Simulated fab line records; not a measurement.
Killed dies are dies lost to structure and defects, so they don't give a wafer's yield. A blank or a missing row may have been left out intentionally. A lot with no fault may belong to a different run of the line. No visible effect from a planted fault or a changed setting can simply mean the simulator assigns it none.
A lot that was struck, set against a sound lot :: flow berkeley_cmos170 :: 26 steps out of a route of 331
Sound: the wafers L684.1, L684.2, L684.4. Struck: wafers L687.2, L687.4, L687.6. The cause is named last.
Order at every step that has rows: each side's tool, ch and its chambers, its first start. Under that, the readings that differ: sound wafers :: struck wafers :: difference of the means :: sigmas: that difference in standard deviations of wafers without a fault.
alike: same words and numbers on both sides, and readings whose means sit less than 2 such deviations apart. not compared: any withheld reading, any reading some wafer has no value for, any bound like >300 that may hide the same value, and any number with overlapping values for which the record gives no deviation.
Wherever a step has rows on one side only, a row that says differs or no value, or a row with sigmas, the two part there. When numbers do not overlap yet have no deviation, they are printed without sigmas and do not part them. A reading missing from all wafers of one side parts the sides only when that side holds two or more wafers.

first, 4 steps without rows for these wafers: UCB170_M2_SOFTBAKE_11 (time 60 s); UCB170_M2_EXPOSE_12 (exposes mask METAL2, target cd 700 nm); UCB170_M2_PEB_13; UCB170_M2_DEVELOP_14 (develop time 46.6 s).
UCB170_M2_CD_MEAS_15 targets a cd of 700 nm.
  sound on cd_sem-01 at day 8 07:11; struck on cd_sem-01 at day 9 09:56
  alike: cd_nm
UCB170_M2_OVL_MEAS_16:
  sound on overlay-01 at day 8 07:18; struck on overlay-01 at day 9 10:03
  alike: M2_OVL
UCB170_M2_ETCH_17: etches BARC in N2/H2.
  sound on rie_diel-02 ch 0,1,2, day 8 07:20; struck on rie_diel-04 ch 0,1,2, day 9 10:05
  alike: drypump_motor_current_A, h2_flow_sccm, n2_flow_sccm, oes_product_au, throttle_valve_pct
UCB170_M2_METAL_ETCH_18: etches Al in Cl2/BCl3, stops on SiO2, target depth 1170 nm, time 195 s.
  sound on rie_metal-01 ch 0,1, day 8 07:23; struck on rie_metal-04 ch 0,1, day 9 10:07
reading: throttle_valve_pct (%)
sound: 24.67 24.52 24.66
struck: 24.19 24.22 24.39
difference: -0.35
sigmas: -2
  alike: drypump_motor_current_A, oes_product_au
  not compared: rf_hours_counter_h
UCB170_M2_STRIP_19: strips in O2.
  sound on plasma_asher-04 ch 0,1, day 8 07:34; struck on plasma_asher-04 ch 0,1, day 9 10:19
  alike: drypump_motor_current_A, oes_product_au
  not compared: rf_hours_counter_h
UCB170_M2_CD_MEAS_90 targets a cd of 700 nm.
  sound on cd_sem-01 at day 8 07:40; struck on cd_sem-02 at day 9 10:26
  alike: cd_nm
UCB170_V2_CVD_00: deposits SiO2 from TEOS/O2, target thk 2000 nm, time 250 s.
  sound on pecvd-04 ch 1,2, day 8 07:47; struck on pecvd-03 ch 1,2, day 9 10:32
reading: heater_power_w (W)
sound: 319 355 255
struck: 246 175 200
difference: -103
sigmas: -2
  alike: pressure_mtorr, susceptor_temp_C
  not compared: since_wet_clean_h
UCB170_V2_THK_MEAS_01:
  sound on film_metro-01 at day 8 07:56; struck on film_metro-02 at day 9 10:41
  alike: V2_TEOS_THK
UCB170_V2_CMP_02: polishes SiO2.
  sound on cmp-01 ch 0,2,3, day 8 08:00; struck on cmp-01 ch 0,1,2, day 9 10:44
  no value came back on the struck wafers for edge_zone_pressure_frac, head_pressure_psi (psi), motor_current_A (A); on the sound wafers edge_zone_pressure_frac reads 1.006 1.001 1.000
reading: model.SiO2_of_V2_CVD_00.thk_nm (nm)
sound: 998.3 1000 998.4
struck: 1989 1994 2016
difference: +1001
sigmas: 
UCB170_V2_BOW_MEAS_03:
  sound on film_metro-02 at day 8 08:18; struck on film_metro-04 at day 9 11:04
reading: V2_BOW (um)
sound: 42 46 28
struck: 58 64 70
difference: +25
sigmas: +4
UCB170_V2_THK_MEAS_04:
  sound on film_metro-02 at day 8 08:25; struck on film_metro-04 at day 9 11:10
reading: V2_POLISHED_THK (nm)
sound: 998.8 1000.0 998.7
struck: 1990.5 1993.1 2017.4
difference: +1001.2
sigmas: +99 or more
then, 7 steps without rows for these wafers: UCB170_V2_CLEAN_05 (cleans in DIW); UCB170_V2_HMDS_06 (prime time 60 s); UCB170_V2_COAT_07 (resist thk 900 nm); UCB170_V2_SOFTBAKE_08 (time 60 s); UCB170_V2_EXPOSE_09 (exposes mask VIA2, target cd 700 nm); UCB170_V2_PEB_10; UCB170_V2_DEVELOP_11 (develop time 45 s).
UCB170_V2_CD_MEAS_12 targets a cd of 700 nm.
  sound on cd_sem-02 at day 8 09:48; struck on cd_sem-02 at day 9 12:19
  alike: cd_nm
UCB170_V2_OVL_MEAS_13:
  sound on overlay-02 at day 8 09:55; struck on overlay-01 at day 9 12:25
  alike: V2_OVL
UCB170_V2_ETCH_14: etches SiO2 in CHF3/CF4/Ar, stops on Al, target depth 1250 nm, time 291 s.
  sound on rie_diel-01 ch 1,2,3, day 8 09:57; struck on rie_diel-01 ch 1,2,3, day 9 12:27
reading: oes_product_au (a.u.)
sound: 0.885 0.870 0.869
struck: 1.633 1.625 1.598
difference: +0.744
sigmas: +57

reading: model.etch.depth_nm (nm)
sound: 998.3 1000 998.4
struck: 1245 1241 1247
difference: +245
sigmas: 

reading: model.V2.feature_depth_nm (nm)
sound: 998.3 1000 998.5
struck: 1245 1241 1247
difference: +245
sigmas: 
  alike: drypump_motor_current_A, throttle_valve_pct
  not compared: rf_hours_counter_h
UCB170_V2_STRIP_15: strips in O2.
  sound on plasma_asher-04 ch 0,1, day 8 10:08; struck on plasma_asher-04 ch 0,1, day 9 12:38
  alike: drypump_motor_current_A, oes_product_au, strip_time_to_endpoint_s
  not compared: rf_hours_counter_h

WHERE THEY PART
Last at UCB170_V2_ETCH_14 as far as this record goes, first at UCB170_M2_METAL_ETCH_18. Later steps at which nothing parts them and some readings are alike: UCB170_V2_STRIP_15.

WHY: the cause the simulator had injected
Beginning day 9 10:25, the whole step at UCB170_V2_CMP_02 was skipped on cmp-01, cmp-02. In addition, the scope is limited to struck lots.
